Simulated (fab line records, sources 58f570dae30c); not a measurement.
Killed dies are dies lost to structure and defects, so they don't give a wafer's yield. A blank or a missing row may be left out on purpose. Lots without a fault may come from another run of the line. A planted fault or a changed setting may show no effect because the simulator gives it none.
Which tool did it? | flow berkeley_cmos170 | 14 lots, 42 wafers sampled, at 2 steps of a route of 331

WHAT THE GAUGES READ, wafer by wafer
UCB170_V1_BOW_MEAS_03.
lot  | measured     | on            | V1_BOW (um)
L781 | day 7 08:05  | film_metro-04 | 18 11 29
L782 | day 7 19:01  | film_metro-04 | 39 43 48 - - -
L783 | day 7 21:38  | film_metro-04 | 42 55 34 - - -
L785 | day 8 11:19  | film_metro-01 | 14 22 14
L786 | day 8 13:39  | film_metro-04 | 19 17 18
L794 | day 9 23:09  | film_metro-04 | 22 7 26
L797 | day 10 06:29 | film_metro-01 | 20 27 22
L795 | day 10 07:06 | film_metro-03 | 25 25 23
L798 | day 10 07:22 | film_metro-03 | 16 11 2
L800 | day 10 19:29 | film_metro-03 | 25 13 13
L802 | day 11 10:49 | film_metro-03 | 18 13 34
L801 | day 11 10:51 | film_metro-04 | 22 15 30
L799 | day 11 11:05 | film_metro-01 | 21 25 27
L803 | day 11 15:15 | film_metro-03 | 20 12 24

WHICH TOOL RAN EACH LOT (tool, then ch and the chambers of the sampled wafers, then the start)
lot  | UCB170_V1_CMP_02
L781 | cmp-01 ch 0,2,3, day 7 07:48
L782 | cmp-01 ch 0,1,3, day 7 18:45
L783 | cmp-02 ch 1,3, day 7 21:17
L785 | cmp-02 ch 0,1,3, day 8 11:01
L786 | cmp-01 ch 0,3, day 8 13:17
L794 | cmp-02 ch 1,2,3, day 9 22:58
L797 | cmp-02 ch 0,1,2, day 10 06:10
L795 | cmp-02 ch 1,2, day 10 06:46
L798 | cmp-02 ch 0,1,2, day 10 07:07
L800 | cmp-02 ch 1,2, day 10 19:11
L802 | cmp-02 ch 1,2,3, day 11 10:31
L801 | cmp-01 ch 0,2,3, day 11 10:33
L799 | cmp-02 ch 0,3, day 11 10:46
L803 | cmp-01 ch 0,3, day 11 14:56
- UCB170_V1_CMP_02: polishes SiO2.

WHAT THE TOOLS THEMSELVES READ (means of the sampled wafers that have a number; where no wafer has one, the mark that the record gives instead)
UCB170_V1_CMP_02.
lot  | tool   | edge_zone_pressure_frac | head_pressure_psi (psi) | motor_current_A (A)
L781 | cmp-01 | 1.003                   | 5.991                   | 14.4
L782 | cmp-01 | -                       | -                       | -
L783 | cmp-02 | -                       | -                       | -
L785 | cmp-02 | 0.999                   | 6.015                   | 15.9
L786 | cmp-01 | 1.000                   | 6.004                   | 13.6
L794 | cmp-02 | 0.998                   | 6.008                   | 15.6
L797 | cmp-02 | 1.003                   | 5.992                   | 16.1
L795 | cmp-02 | 1.004                   | 6.001                   | 16.1
L798 | cmp-02 | 1.004                   | 6.003                   | 16.2
L800 | cmp-02 | 1.004                   | 5.997                   | 15.6
L802 | cmp-02 | 0.995                   | 6.009                   | 16.0
L801 | cmp-01 | 1.004                   | 6.008                   | 14.3
L799 | cmp-02 | 1.000                   | 6.001                   | 15.3
L803 | cmp-01 | 1.000                   | 5.995                   | 14.5

THE ANSWER, worked out from the rows above alone
Rule: what is usual is taken from the lots themselves. Put in order of their means at a reading, lots are off if they are a third of the lots or fewer, leave a main group of 4 or more, and stand apart from it by a gap of 3 or more times the standard deviation of the main group's means; of several such gaps the widest counts. A main group whose means are all the same, to the digits that the tables above print for the reading, isn't used. A lot without any number at a reading at which 4 lots or more have one is off too. The other lots that the step has rows for count as sound. The gauges are gone through in route order, then the tools' own readings, and for those a lot's mean is taken as printed above. The first step at which some lot is off is used, and at that step the reading that is off furthest; a lot without a number counts as furthest.
Off: L782, L783, at UCB170_V1_BOW_MEAS_03 (V1_BOW). The main group: mean 19 um, standard deviation 3.9.
A tool fits if, at a process step before that reading, it ran every lot that is off, and no sound lot after the first of them. The gauges at UCB170_V1_BOW_MEAS_03 aren't tried: what is off there is off at UCB170_V1_CMP_02 too, on other tools, and a gauge's error can't cause that. None of those tried fits.

WHAT THE SIMULATOR HAD PUT IN
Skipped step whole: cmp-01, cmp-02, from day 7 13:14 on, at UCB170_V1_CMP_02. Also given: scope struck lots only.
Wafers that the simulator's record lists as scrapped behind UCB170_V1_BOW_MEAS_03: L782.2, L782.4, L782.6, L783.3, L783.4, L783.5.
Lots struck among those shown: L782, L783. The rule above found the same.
